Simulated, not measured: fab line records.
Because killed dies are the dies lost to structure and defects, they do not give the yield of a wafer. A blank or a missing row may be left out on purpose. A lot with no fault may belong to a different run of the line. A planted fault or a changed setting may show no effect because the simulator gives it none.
fab line records | flow rit_cmos | part 1 of 2: steps 1 to 28 of 41
record: lots: 5 | wafers: 15 | last_day: 6
route steps=202 shown PSD@152 SDANNEAL@153 NSD@158 PLDD@159 NLDD@160 SILICIDE@161 CONTACT@168 M1@184
lots that met no fault: taken from a fault-free run of the same line
start_h: start of the lot's first displayed wafer, in hours after the record's first day | wait_h: hours from the lot's prior step to this one | " repeats the value in the row above | L1.1+2: one row covering several wafers at once | - no value, or no start given | * or withheld: withheld | < > ~ a bound
route shown NAME@n: NAME is a module with steps in the file, n the number in the route of the first one | usual: mean/standard deviation taken from wafers without a fault | same: alike in all rows | chamber/n: place in a boat | sites: per-site readings | _std_site: standard deviation across them | _edge_site: the outer-site mean with the inner-site mean subtracted | radius_mm: how far each site lies from the wafer's centre | mask NAME#n: copy n | behind: the tool/chamber that last shaped the wafer | hold: cause of the lot's hold/its duration in hours/its outcome | device: the n, p or np transistor that did not switch | end of line: the same wafers' tests at the end of the route | for a step that has no rows: nothing shown but its recipe | killed: the dies lost at the first sort to structure and to defects; this is not the yield of the wafer | map: dies across one wafer; x = killed, . = not, _ = none there
set.NAME: the setting as run; set.NAME@STEP: as run at that earlier step | model.NAME: the simulator's own value behind a step, which no gauge read
lots at some steps of the route; a table a step, a row a wafer
services: when a tool's chamber went out of use (start_h, in hours from the record's first day, below 0 if earlier), for how many hours, and the reason
== steps ==
step: RIT_PSD_TW_MEAS_10
usual: PSD_TW: 3425/20
lot.wafer | tool          | chamber | start_h | wait_h | PSD_TW
L078.2    | film_metro-01 | -       | 69.27   | 0.1    | 3406
L078.3    | "             | -       | "       | "      | 3417
L078.5    | "             | -       | "       | "      | 3417
L081.1    | film_metro-02 | -       | 84.10   | 0.1    | 3419
L081.3    | "             | -       | "       | "      | 3432
L081.6    | "             | -       | "       | "      | 3417
L082.1    | film_metro-02 | -       | 89.85   | 0.1    | 3435
L082.2    | "             | -       | "       | "      | 3440
L082.4    | "             | -       | "       | "      | 3423
L085.1    | film_metro-01 | -       | 102.95  | 0.1    | 3411
L085.3    | "             | -       | "       | "      | 3401
L085.4    | "             | -       | "       | "      | 3406
L090.1    | film_metro-01 | -       | 129.06  | 0.1    | 3422
L090.2    | "             | -       | "       | "      | 3434
L090.5    | "             | -       | "       | "      | 3434
step: RIT_SDANNEAL_CLEAN_00
recipe: chemistry: SC1 | mix: 3:3:50 | time_s: 600 | temp_c: 75
usual: bath_heat_duty_pct: 15.8/1.5
lot.wafer | tool         | chamber | start_h | wait_h | bath_heat_duty_pct
L078.2    | wet_bench-02 | 0       | 69.32   | 0.0    | 16.6
L078.3    | "            | 0       | "       | "      | 14.9
L078.5    | "            | 0       | "       | "      | 15.5
L081.1    | wet_bench-04 | 1       | 84.16   | 0.1    | 13.3
L081.3    | "            | 1       | "       | "      | 13.0
L081.6    | "            | 1       | "       | "      | 11.9
L082.1    | wet_bench-02 | 0       | 89.91   | 0.1    | 15.9
L082.2    | "            | 0       | "       | "      | 15.7
L082.4    | "            | 0       | "       | "      | 14.4
L085.1    | wet_bench-02 | 2       | 103.01  | 0.1    | 15.8
L085.3    | "            | 2       | "       | "      | 15.3
L085.4    | "            | 2       | "       | "      | 15.8
L090.1    | wet_bench-02 | 2       | 129.12  | 0.1    | 15.6
L090.2    | "            | 2       | "       | "      | 15.7
L090.5    | "            | 2       | "       | "      | 16.6
step: RIT_SDANNEAL_CLEAN_01
recipe: chemistry: dHF | dilution: 50:1 | time_s: 30
lot.wafer  | tool         | chamber | start_h | wait_h
L078.2+3+5 | wet_bench-04 | 3       | 69.51   | 0.0
L081.1+3+6 | wet_bench-02 | 1       | 84.34   | 0.0
L082.1+2+4 | wet_bench-04 | 0       | 90.09   | 0.0
L085.1+3+4 | wet_bench-04 | 1       | 103.18  | 0.0
L090.1+2+5 | wet_bench-01 | 3       | 129.30  | 0.0
step: RIT_SDANNEAL_CLEAN_02
recipe: chemistry: SC2 | mix: 3:3:50 | time_s: 600 | temp_c: 75 | dry: n2_spin
usual: bath_heat_duty_pct: 15.4/1.6
lot.wafer | tool         | chamber | start_h | wait_h | bath_heat_duty_pct
L078.2    | wet_bench-01 | 1       | 69.52   | 0.0    | 14.7
L078.3    | "            | 1       | "       | "      | 14.5
L078.5    | "            | 1       | "       | "      | 15.2
L081.1    | wet_bench-04 | 2       | 84.35   | 0.0    | 16.1
L081.3    | "            | 2       | "       | "      | 16.9
L081.6    | "            | 2       | "       | "      | 17.8
L082.1    | wet_bench-02 | 1       | 90.11   | 0.0    | 16.6
L082.2    | "            | 1       | "       | "      | 17.6
L082.4    | "            | 1       | "       | "      | 17.3
L085.1    | wet_bench-01 | 0       | 103.20  | 0.0    | 16.4
L085.3    | "            | 0       | "       | "      | 16.1
L085.4    | "            | 0       | "       | "      | 16.6
L090.1    | wet_bench-02 | 0       | 129.32  | 0.0    | 15.5
L090.2    | "            | 0       | "       | "      | 16.5
L090.5    | "            | 0       | "       | "      | 15.9
step: RIT_SDANNEAL_RTA_03
recipe: temp_c: 1050 | time_s: 5 | idle_temp_c: 600 | ramp_up_c_per_s: 342 | ramp_down_c_per_s: 171 | cool_to_c: 600 | ambient: N2
usual: wafer_temp_C_max: 1053.5/1.2
lot.wafer | tool          | chamber | start_h | wait_h | wafer_temp_C_max
L078.2    | rtp_anneal-02 | 0       | 69.71   | 0.0    | 1053.2
L078.3    | "             | 0       | "       | "      | 1053.8
L078.5    | "             | 0       | "       | "      | 1051.6
L081.1    | rtp_anneal-01 | 0       | 84.53   | 0.0    | 1053.9
L081.3    | "             | 0       | "       | "      | 1055.6
L081.6    | "             | 0       | "       | "      | 1053.8
L082.1    | rtp_anneal-02 | 0       | 90.28   | 0.0    | 1053.0
L082.2    | "             | 0       | "       | "      | 1052.1
L082.4    | "             | 0       | "       | "      | 1053.7
L085.1    | rtp_anneal-01 | 0       | 103.39  | 0.0    | 1053.3
L085.3    | "             | 0       | "       | "      | 1051.8
L085.4    | "             | 0       | "       | "      | 1055.7
L090.1    | rtp_anneal-02 | 0       | 129.49  | 0.0    | 1054.2
L090.2    | "             | 0       | "       | "      | 1053.3
L090.5    | "             | 0       | "       | "      | 1054.9
step: RIT_SDANNEAL_RS_MEAS_04
recipe: thk_meas_gauge: four-point-probe
usual: PSD_RS: 116.1/0.3
lot.wafer | tool          | chamber | start_h | wait_h | PSD_RS[ohm/sq]
L078.2    | film_metro-01 | -       | 69.78   | 0.1    | 115.9
L078.3    | "             | -       | "       | "      | 115.9
L078.5    | "             | -       | "       | "      | 115.9
L081.1    | film_metro-04 | -       | 84.64   | 0.1    | 116.4
L081.3    | "             | -       | "       | "      | 116.3
L081.6    | "             | -       | "       | "      | 116.7
L082.1    | film_metro-02 | -       | 90.34   | 0.0    | 116.0
L082.2    | "             | -       | "       | "      | 115.7
L082.4    | "             | -       | "       | "      | 115.7
L085.1    | film_metro-02 | -       | 103.45  | 0.0    | 115.8
L085.3    | "             | -       | "       | "      | 115.9
L085.4    | "             | -       | "       | "      | 116.1
L090.1    | film_metro-02 | -       | 129.55  | 0.0    | 116.4
L090.2    | "             | -       | "       | "      | 116.1
L090.5    | "             | -       | "       | "      | 116.3
step: RIT_SDANNEAL_RS_MEAS_05
recipe: thk_meas_gauge: four-point-probe
usual: NSD_RS: 84.59/0.26
lot.wafer | tool          | chamber | start_h | wait_h | NSD_RS[ohm/sq]
L078.2    | film_metro-01 | -       | 69.90   | 0.1    | 84.75
L078.3    | "             | -       | "       | "      | 84.45
L078.5    | "             | -       | "       | "      | 84.50
L081.1    | film_metro-04 | -       | 84.76   | 0.1    | 84.36
L081.3    | "             | -       | "       | "      | 84.19
L081.6    | "             | -       | "       | "      | 84.47
L082.1    | film_metro-02 | -       | 90.46   | 0.1    | 84.41
L082.2    | "             | -       | "       | "      | 84.02
L082.4    | "             | -       | "       | "      | 84.43
L085.1    | film_metro-02 | -       | 103.57  | 0.1    | 84.67
L085.3    | "             | -       | "       | "      | 84.70
L085.4    | "             | -       | "       | "      | 84.93
L090.1    | film_metro-02 | -       | 129.67  | 0.1    | 84.99
L090.2    | "             | -       | "       | "      | 84.52
L090.5    | "             | -       | "       | "      | 84.81
step: RIT_SDANNEAL_RS_MEAS_06
recipe: thk_meas_gauge: four-point-probe
usual: PLDD_RS: 178.9/0.41
lot.wafer | tool          | chamber | start_h | wait_h | PLDD_RS[ohm/sq]
L078.2    | film_metro-01 | -       | 70.02   | 0.1    | 179.1
L078.3    | "             | -       | "       | "      | 178.9
L078.5    | "             | -       | "       | "      | 178.7
L081.1    | film_metro-04 | -       | 84.88   | 0.1    | 178.9
L081.3    | "             | -       | "       | "      | 179.1
L081.6    | "             | -       | "       | "      | 179.1
L082.1    | film_metro-02 | -       | 90.58   | 0.1    | 178.9
L082.2    | "             | -       | "       | "      | 179.6
L082.4    | "             | -       | "       | "      | 179.3
L085.1    | film_metro-02 | -       | 103.69  | 0.1    | 178.2
L085.3    | "             | -       | "       | "      | 177.9
L085.4    | "             | -       | "       | "      | 178.4
L090.1    | film_metro-02 | -       | 129.79  | 0.1    | 178.7
L090.2    | "             | -       | "       | "      | 178.7
L090.5    | "             | -       | "       | "      | 179.1
step: RIT_SDANNEAL_RS_MEAS_07
recipe: thk_meas_gauge: four-point-probe
usual: NLDD_RS: 151.8/0.5
lot.wafer | tool          | chamber | start_h | wait_h | NLDD_RS[ohm/sq]
L078.2    | film_metro-01 | -       | 70.14   | 0.1    | 150.5
L078.3    | "             | -       | "       | "      | 151.3
L078.5    | "             | -       | "       | "      | 150.7
L081.1    | film_metro-04 | -       | 85.00   | 0.1    | 151.8
L081.3    | "             | -       | "       | "      | 152.1
L081.6    | "             | -       | "       | "      | 151.8
L082.1    | film_metro-02 | -       | 90.70   | 0.1    | 152.2
L082.2    | "             | -       | "       | "      | 151.5
L082.4    | "             | -       | "       | "      | 151.5
L085.1    | film_metro-02 | -       | 103.81  | 0.1    | 151.6
L085.3    | "             | -       | "       | "      | 152.2
L085.4    | "             | -       | "       | "      | 151.8
L090.1    | film_metro-02 | -       | 129.91  | 0.1    | 152.0
L090.2    | "             | -       | "       | "      | 151.2
L090.5    | "             | -       | "       | "      | 152.0
step: RIT_SILICIDE_WET_ETCH_00
recipe: chemistry: BOE | target: SiO2 | target_depth_nm: 14 | time_s: 15 | dry: n2_spin | dilution: 10:1 | temp_c: 21.5
usual: bath_heat_duty_pct: 1.8/0.39
lot.wafer | tool         | chamber | start_h | wait_h | bath_heat_duty_pct
L078.2    | wet_bench-02 | 2       | 70.24   | 0.1    | 1.2
L078.3    | "            | 2       | "       | "      | 2.1
L078.5    | "            | 2       | "       | "      | 1.7
L081.1    | wet_bench-04 | 2       | 85.12   | 0.1    | 2.0
L081.3    | "            | 2       | "       | "      | 2.5
L081.6    | "            | 2       | "       | "      | 2.4
L082.1    | wet_bench-03 | 0       | 90.82   | 0.1    | 1.9
L082.2    | "            | 0       | "       | "      | 1.6
L082.4    | "            | 0       | "       | "      | 2.1
L085.1    | wet_bench-03 | 0       | 103.93  | 0.1    | 1.4
L085.3    | "            | 0       | "       | "      | 2.1
L085.4    | "            | 0       | "       | "      | 2.4
L090.1    | wet_bench-03 | 2       | 130.03  | 0.1    | 2.3
L090.2    | "            | 2       | "       | "      | 1.5
L090.5    | "            | 2       | "       | "      | 2.5
step: RIT_SILICIDE_SPUTTER_01
recipe: material: Ti | target_thk_nm: 30 | power_w: 350 | chamber_pressure_pa: 0.667 | gas: Ar | time_s: 240 | substrate_temp_c: 25
usual: substrate_temp_c: 25.01/0.11 | throttle_valve_pct: 30.0/1.3
lot.wafer | tool           | chamber | start_h | wait_h | substrate_temp_c | throttle_valve_pct
L078.2    | pvd_sputter-02 | -       | 70.25   | 0.0    | 25.18            | 30.5
L078.3    | "              | -       | "       | "      | 24.94            | 30.8
L078.5    | "              | -       | "       | "      | 24.83            | 30.2
L081.1    | pvd_sputter-03 | -       | 85.14   | 0.0    | 25.01            | 31.6
L081.3    | "              | -       | "       | "      | 25.02            | 28.2
L081.6    | "              | -       | "       | "      | 24.98            | 31.4
L082.1    | pvd_sputter-01 | -       | 90.83   | 0.0    | 25.12            | 29.9
L082.2    | "              | -       | "       | "      | 24.90            | 30.5
L082.4    | "              | -       | "       | "      | 25.08            | 29.7
L085.1    | pvd_sputter-03 | -       | 103.94  | 0.0    | 25.14            | 31.8
L085.3    | "              | -       | "       | "      | 25.05            | 30.0
L085.4    | "              | -       | "       | "      | 25.04            | 31.3
L090.1    | pvd_sputter-01 | -       | 130.04  | 0.0    | 25.11            | 29.6
L090.2    | "              | -       | "       | "      | 24.90            | 30.0
L090.5    | "              | -       | "       | "      | 24.96            | 27.4
step: RIT_SILICIDE_RS_MEAS_02
recipe: thk_meas_gauge: four-point-probe | reads: Ti_of_SILICIDE_SPUTTER_01
usual: SILICIDE_TI_RS: 47.5/0.65
lot.wafer | tool          | chamber | start_h | wait_h | SILICIDE_TI_RS[ohm/sq]
L078.2    | film_metro-01 | -       | 70.42   | 0.1    | 46.9
L078.3    | "             | -       | "       | "      | 46.8
L078.5    | "             | -       | "       | "      | 46.8
L081.1    | film_metro-01 | -       | 85.29   | 0.1    | 46.9
L081.3    | "             | -       | "       | "      | 48.1
L081.6    | "             | -       | "       | "      | 46.8
L082.1    | film_metro-04 | -       | 91.00   | 0.1    | 48.5
L082.2    | "             | -       | "       | "      | 47.6
L082.4    | "             | -       | "       | "      | 47.8
L085.1    | film_metro-01 | -       | 104.09  | 0.1    | 46.4
L085.3    | "             | -       | "       | "      | 47.7
L085.4    | "             | -       | "       | "      | 47.5
L090.1    | film_metro-04 | -       | 130.19  | 0.1    | 47.5
L090.2    | "             | -       | "       | "      | 48.2
L090.5    | "             | -       | "       | "      | 47.8
step: RIT_SILICIDE_THK_MEAS_03
recipe: thk_meas_gauge: xrf | reads: Ti_of_SILICIDE_SPUTTER_01
usual: SILICIDE_TI_THK: 30.6/0.34
lot.wafer | tool          | chamber | start_h | wait_h | SILICIDE_TI_THK[nm]
L078.2    | film_metro-01 | -       | 70.53   | 0.1    | 30.8
L078.3    | "             | -       | "       | "      | 30.9
L078.5    | "             | -       | "       | "      | 31.0
L081.1    | film_metro-01 | -       | 85.41   | 0.1    | 30.7
L081.3    | "             | -       | "       | "      | 30.2
L081.6    | "             | -       | "       | "      | 30.9
L082.1    | film_metro-04 | -       | 91.12   | 0.1    | 30.2
L082.2    | "             | -       | "       | "      | 30.7
L082.4    | "             | -       | "       | "      | 30.5
L085.1    | film_metro-01 | -       | 104.21  | 0.1    | 31.2
L085.3    | "             | -       | "       | "      | 30.4
L085.4    | "             | -       | "       | "      | 30.5
L090.1    | film_metro-04 | -       | 130.31  | 0.1    | 30.7
L090.2    | "             | -       | "       | "      | 30.4
L090.5    | "             | -       | "       | "      | 30.5
step: RIT_SILICIDE_RTA_04
recipe: temp_c: 650 | time_s: 10 | idle_temp_c: 25 | ramp_up_s: 5 | ramp_down_s: 5 | cool_to_c: 25 | ambient: N2
usual: wafer_temp_C_max: 652.6/0.84
lot.wafer | tool          | chamber | start_h | wait_h | wafer_temp_C_max
L078.2    | rtp_anneal-01 | 0       | 70.59   | 0.1    | 652.3
L078.3    | "             | 0       | "       | "      | 651.3
L078.5    | "             | 0       | "       | "      | 652.0
L081.1    | rtp_anneal-02 | 0       | 85.47   | 0.1    | 652.9
L081.3    | "             | 0       | "       | "      | 654.0
L081.6    | "             | 0       | "       | "      | 652.0
L082.1    | rtp_anneal-01 | 0       | 91.18   | 0.1    | 652.0
L082.2    | "             | 0       | "       | "      | 652.2
L082.4    | "             | 0       | "       | "      | 651.9
L085.1    | rtp_anneal-02 | 0       | 104.27  | 0.1    | 653.2
L085.3    | "             | 0       | "       | "      | 652.3
L085.4    | "             | 0       | "       | "      | 652.4
L090.1    | rtp_anneal-01 | 0       | 130.37  | 0.1    | 651.5
L090.2    | "             | 0       | "       | "      | 652.1
L090.5    | "             | 0       | "       | "      | 651.8
step: RIT_SILICIDE_WET_ETCH_05
recipe: chemistry: SPM | target: Ti | temp_c: 90 | time_s: 120 | dry: n2_spin
usual: bath_heat_duty_pct: 13.4/1.7
lot.wafer | tool         | chamber | start_h | wait_h | bath_heat_duty_pct
L078.2    | wet_bench-02 | 3       | 70.65   | 0.0    | 13.1
L078.3    | "            | 3       | "       | "      | 13.0
L078.5    | "            | 3       | "       | "      | 12.0
L081.1    | wet_bench-03 | 0       | 85.53   | 0.1    | 15.2
L081.3    | "            | 0       | "       | "      | 16.9
L081.6    | "            | 0       | "       | "      | 15.5
L082.1    | wet_bench-02 | 3       | 91.44   | 0.2    | 12.8
L082.2    | "            | 3       | "       | "      | 13.9
L082.4    | "            | 3       | "       | "      | 12.1
L085.1    | wet_bench-03 | 2       | 104.34  | 0.1    | 15.9
L085.3    | "            | 2       | "       | "      | 15.3
L085.4    | "            | 2       | "       | "      | 14.8
L090.1    | wet_bench-04 | 0       | 130.44  | 0.1    | 10.9
L090.2    | "            | 0       | "       | "      | 12.1
L090.5    | "            | 0       | "       | "      | 11.5
step: RIT_SILICIDE_RTA_06
recipe: temp_c: 750 | time_s: 10 | idle_temp_c: 25 | ramp_up_s: 5 | ramp_down_s: 10 | cool_to_c: 25 | ambient: N2
usual: wafer_temp_C_max: 753.0/0.93
lot.wafer | tool          | chamber | start_h | wait_h | wafer_temp_C_max
L078.2    | rtp_anneal-02 | 0       | 70.70   | 0.0    | 754.7
L078.3    | "             | 0       | "       | "      | 753.8
L078.5    | "             | 0       | "       | "      | 753.6
L081.1    | rtp_anneal-01 | 0       | 85.57   | 0.0    | 752.4
L081.3    | "             | 0       | "       | "      | 752.3
L081.6    | "             | 0       | "       | "      | 752.4
L082.1    | rtp_anneal-02 | 0       | 91.48   | 0.0    | 753.5
L082.2    | "             | 0       | "       | "      | 753.7
L082.4    | "             | 0       | "       | "      | 754.0
L085.1    | rtp_anneal-01 | 0       | 104.38  | 0.0    | 752.4
L085.3    | "             | 0       | "       | "      | 751.8
L085.4    | "             | 0       | "       | "      | 752.2
L090.1    | rtp_anneal-02 | 0       | 130.48  | 0.0    | 752.3
L090.2    | "             | 0       | "       | "      | 754.0
L090.5    | "             | 0       | "       | "      | 753.3
step: RIT_CONTACT_CVD_00
recipe: material: SiO2 | target_thk_nm: 400 | precursor: TEOS | temp_c: 390 | time_s: 61 | rf_w: 400
usual: heater_power_w: 321/43 | rf_fwd_power_W: 396.5/1.3
lot.wafer | tool     | chamber | start_h | wait_h | heater_power_w | rf_fwd_power_W
L078.2    | pecvd-04 | 0       | 70.76   | 0.0    | 310            | 397.9
L078.3    | "        | 2       | "       | "      | 289            | 394.8
L078.5    | "        | 2       | "       | "      | 310            | 396.2
L081.1    | pecvd-04 | 2       | 85.71   | 0.1    | 374            | 397.2
L081.3    | "        | 1       | "       | "      | 292            | 397.8
L081.6    | "        | 1       | "       | "      | 309            | 397.3
L082.1    | pecvd-03 | 1       | 91.55   | 0.1    | 328            | 395.9
L082.2    | "        | 2       | "       | "      | 388            | 397.3
L082.4    | "        | 0       | "       | "      | 330            | 396.7
L085.1    | pecvd-03 | 2       | 104.45  | 0.1    | 352            | 397.3
L085.3    | "        | 1       | "       | "      | 383            | 397.3
L085.4    | "        | 1       | "       | "      | 382            | 396.0
L090.1    | pecvd-04 | 2       | 130.55  | 0.1    | 375            | 395.6
L090.2    | "        | 1       | "       | "      | 320            | 395.2
L090.5    | "        | 1       | "       | "      | 345            | 394.4
step: RIT_CONTACT_THK_MEAS_01
recipe: reads: SiO2_of_CONTACT_CVD_00
usual: CONTACT_TEOS_THK: 398/5.2
lot.wafer | tool          | chamber | start_h | wait_h | CONTACT_TEOS_THK[nm]
L078.2    | film_metro-03 | -       | 70.82   | 0.0    | 396
L078.3    | "             | -       | "       | "      | 397
L078.5    | "             | -       | "       | "      | 404
L081.1    | film_metro-02 | -       | 85.76   | 0.0    | 394
L081.3    | "             | -       | "       | "      | 395
L081.6    | "             | -       | "       | "      | 402
L082.1    | film_metro-02 | -       | 91.60   | 0.0    | 392
L082.2    | "             | -       | "       | "      | 389
L082.4    | "             | -       | "       | "      | 402
L085.1    | film_metro-03 | -       | 104.50  | 0.0    | 384
L085.3    | "             | -       | "       | "      | 392
L085.4    | "             | -       | "       | "      | 396
L090.1    | film_metro-02 | -       | 130.62  | 0.1    | 393
L090.2    | "             | -       | "       | "      | 391
L090.5    | "             | -       | "       | "      | 393
step: RIT_CONTACT_HMDS_02
recipe: prime_time_s: 60 | prime_temp_c: 140
lot.wafer  | tool           | chamber | start_h | wait_h
L078.2+3+5 | litho_track-04 | 0       | 71.03   | 0.2
L081.1+3+6 | litho_track-02 | 0       | 85.82   | 0.1
L082.1+2+4 | litho_track-03 | 0       | 91.66   | 0.1
L085.1+3+4 | litho_track-03 | 0       | 104.56  | 0.1
L090.1+2+5 | litho_track-02 | 0       | 130.75  | 0.1
step: RIT_CONTACT_COAT_03
recipe: resist: NOVOLAK | spin_rpm: 3250 | resist_thk_nm: 1000
lot.wafer  | tool           | chamber | start_h | wait_h
L078.2+3+5 | litho_track-04 | 0       | 71.18   | 0.1
L081.1+3+6 | litho_track-02 | 0       | 85.97   | 0.1
L082.1+2+4 | litho_track-03 | 0       | 91.81   | 0.1
L085.1+3+4 | litho_track-03 | 0       | 104.71  | 0.1
L090.1+2+5 | litho_track-02 | 0       | 130.90  | 0.1
step: RIT_CONTACT_SOFTBAKE_04
recipe: resist: NOVOLAK | temp_c: 90 | time_s: 60
lot.wafer  | tool           | chamber | start_h | wait_h
L078.2+3+5 | litho_track-04 | 0       | 71.33   | 0.1
L081.1+3+6 | litho_track-02 | 0       | 86.12   | 0.1
L082.1+2+4 | litho_track-03 | 0       | 91.96   | 0.1
L085.1+3+4 | litho_track-03 | 0       | 104.86  | 0.1
L090.1+2+5 | litho_track-02 | 0       | 131.05  | 0.1
step: RIT_CONTACT_EXPOSE_05
recipe: mask_id: M11 | na: 0.6 | source_shape: conventional | sigma_outer: 0.5 | target_cd_nm: 1000 | dose_mj: 250
lot.wafer  | tool             | chamber | start_h | wait_h | mask
L078.2+3+5 | iline_stepper-01 | 0       | 71.47   | 0.1    | M11#0
L081.1+3+6 | iline_stepper-02 | 0       | 86.37   | 0.2    | M11#0
L082.1+2+4 | iline_stepper-02 | 0       | 92.11   | 0.1    | M11#0
L085.1+3+4 | iline_stepper-02 | 0       | 105.09  | 0.2    | M11#0
L090.1+2+5 | iline_stepper-02 | 0       | 131.33  | 0.2    | M11#0
step: RIT_CONTACT_PEB_06
recipe: resist: NOVOLAK | temp_c: withheld | time_s: withheld
lot.wafer  | tool           | chamber | start_h | wait_h
L078.2+3+5 | litho_track-03 | 0       | 71.63   | 0.1
L081.1+3+6 | litho_track-02 | 0       | 86.49   | 0.1
L082.1+2+4 | litho_track-03 | 0       | 92.23   | 0.1
L085.1+3+4 | litho_track-03 | 0       | 105.21  | 0.1
L090.1+2+5 | litho_track-03 | 0       | 131.44  | 0.1
step: RIT_CONTACT_DEVELOP_07
recipe: resist: NOVOLAK | develop_time_s: 120 | dev_temp_c: 23
lot.wafer  | tool           | chamber | start_h | wait_h
L078.2+3+5 | litho_track-03 | 0       | -       | -
L081.1+3+6 | litho_track-02 | 0       | -       | -
L082.1+2+4 | litho_track-03 | 0       | -       | -
L085.1+3+4 | litho_track-03 | 0       | -       | -
L090.1+2+5 | litho_track-03 | 0       | -       | -
step: RIT_CONTACT_CD_MEAS_08
recipe: target_cd_nm: 1000
usual: cd_nm: 1000.0/2.1
lot.wafer | tool      | chamber | start_h | wait_h | cd_nm
L078.2    | cd_sem-02 | -       | 72.02   | -      | 1002.4
L078.3    | "         | -       | "       | "      | 1002.0
L078.5    | "         | -       | "       | "      | 1001.0
L081.1    | cd_sem-02 | -       | 86.89   | -      | 997.0
L081.3    | "         | -       | "       | "      | 997.2
L081.6    | "         | -       | "       | "      | 996.5
L082.1    | cd_sem-01 | -       | 92.63   | -      | 999.2
L082.2    | "         | -       | "       | "      | 998.9
L082.4    | "         | -       | "       | "      | 1001.6
L085.1    | cd_sem-02 | -       | 105.61  | -      | 996.9
L085.3    | "         | -       | "       | "      | 997.6
L085.4    | "         | -       | "       | "      | 996.8
L090.1    | cd_sem-01 | -       | 131.84  | -      | 996.5
L090.2    | "         | -       | "       | "      | 995.8
L090.5    | "         | -       | "       | "      | 996.5
step: RIT_CONTACT_OVL_MEAS_09
usual: CONTACT_OVL: -1.9/1.5
lot.wafer | tool       | chamber | start_h | wait_h | CONTACT_OVL[nm]
L078.2    | overlay-02 | -       | 72.13   | 0.1    | -3.9
L078.3    | "          | -       | "       | "      | -2.1
L078.5    | "          | -       | "       | "      | -2.9
L081.1    | overlay-02 | -       | 87.01   | 0.1    | -0.9
L081.3    | "          | -       | "       | "      | -2.0
L081.6    | "          | -       | "       | "      | -0.6
L082.1    | overlay-01 | -       | 92.75   | 0.1    | -4.3
L082.2    | "          | -       | "       | "      | -2.4
L082.4    | "          | -       | "       | "      | -1.3
L085.1    | overlay-02 | -       | 105.73  | 0.1    | -2.0
L085.3    | "          | -       | "       | "      | -3.1
L085.4    | "          | -       | "       | "      | -2.1
L090.1    | overlay-02 | -       | 131.96  | 0.1    | -0.8
L090.2    | "          | -       | "       | "      | -0.2
L090.5    | "          | -       | "       | "      | 0.2
step: RIT_CONTACT_HARDBAKE_10
recipe: resist: NOVOLAK | temp_c: 140 | time_s: 60
lot.wafer  | tool           | chamber | start_h | wait_h
L078.2+3+5 | litho_track-02 | 0       | 72.18   | 0.0
L081.1+3+6 | litho_track-03 | 0       | 87.05   | 0.0
L082.1+2+4 | litho_track-04 | 0       | 92.78   | 0.0
L085.1+3+4 | litho_track-04 | 0       | 105.77  | 0.0
L090.1+2+5 | litho_track-02 | 0       | 132.00  | 0.0
step: RIT_CONTACT_ETCH_11
recipe: target_depth_a: 4800 | over_etch_frac: 0.2 | stop_on: TiSi2 | chemistry: CHF3/CF4/Ar | target: SiO2 | CHF3_flow_sccm: 50 | cf4_flow_sccm: 10 | Ar_flow_sccm: 100 | O2_flow_sccm: 5 | pressure_mtorr: 100 | rf_w: 200 | time_s: 320
usual: CHF3_flow_sccm: 49.99/0.15 | drypump_motor_current_A: 5.9/0.45 | oes_product_au: 0.985/0.016 | rf_fwd_power_W: 199.5/0.58 | throttle_valve_pct: 8.82/0.1
lot.wafer | tool        | chamber | start_h | wait_h | CHF3_flow_sccm | drypump_motor_current_A | oes_product_au | rf_fwd_power_W | rf_hours_counter_h | throttle_valve_pct
L078.2    | rie_diel-03 | 3       | 72.31   | 0.1    | 50.01          | 6.2                     | 0.963          | 199.7          | 138                | 9.01
L078.3    | "           | 1       | "       | "      | 49.86          | 6.3                     | 0.979          | 199.5          | 3                  | 8.79
L078.5    | "           | 1       | "       | "      | 49.84          | 6.3                     | 0.986          | 198.8          | -                  | 8.81
L081.1    | rie_diel-01 | 1       | 87.20   | 0.1    | 49.72          | 5.7                     | 1.012          | 200.1          | 5                  | 8.80
L081.3    | "           | 3       | "       | "      | 49.61          | 5.2                     | 0.963          | 199.2          | 44                 | 8.93
L081.6    | "           | 0       | "       | "      | 49.79          | 5.9                     | 1.000          | 200.5          | -                  | 8.65
L082.1    | rie_diel-04 | 3       | 92.93   | 0.1    | 50.17          | 6.1                     | 0.981          | 200.4          | 136                | 8.80
L082.2    | "           | 2       | "       | "      | 49.87          | 6.6                     | 0.983          | 199.1          | 106                | 8.72
L082.4    | "           | 1       | "       | "      | 49.88          | 5.4                     | 0.987          | 199.5          | -                  | 8.76
L085.1    | rie_diel-01 | 2       | 105.92  | 0.1    | 49.87          | 5.5                     | 0.998          | 198.8          | 8                  | 8.77
L085.3    | "           | 0       | "       | "      | 49.77          | 5.9                     | 0.999          | 199.0          | 57                 | 8.65
L085.4    | "           | 3       | "       | "      | 49.73          | 5.1                     | 0.959          | 200.4          | 45                 | 8.93
L090.1    | rie_diel-03 | 1       | 132.15  | 0.1    | 49.96          | 6.4                     | 0.989          | 198.9          | 4                  | 8.80
L090.2    | "           | 0       | "       | "      | 49.87          | 6.1                     | 0.957          | 198.5          | 13                 | 8.90
L090.5    | "           | 1       | "       | "      | 50.05          | 6.4                     | 0.985          | 198.8          | -                  | 8.81
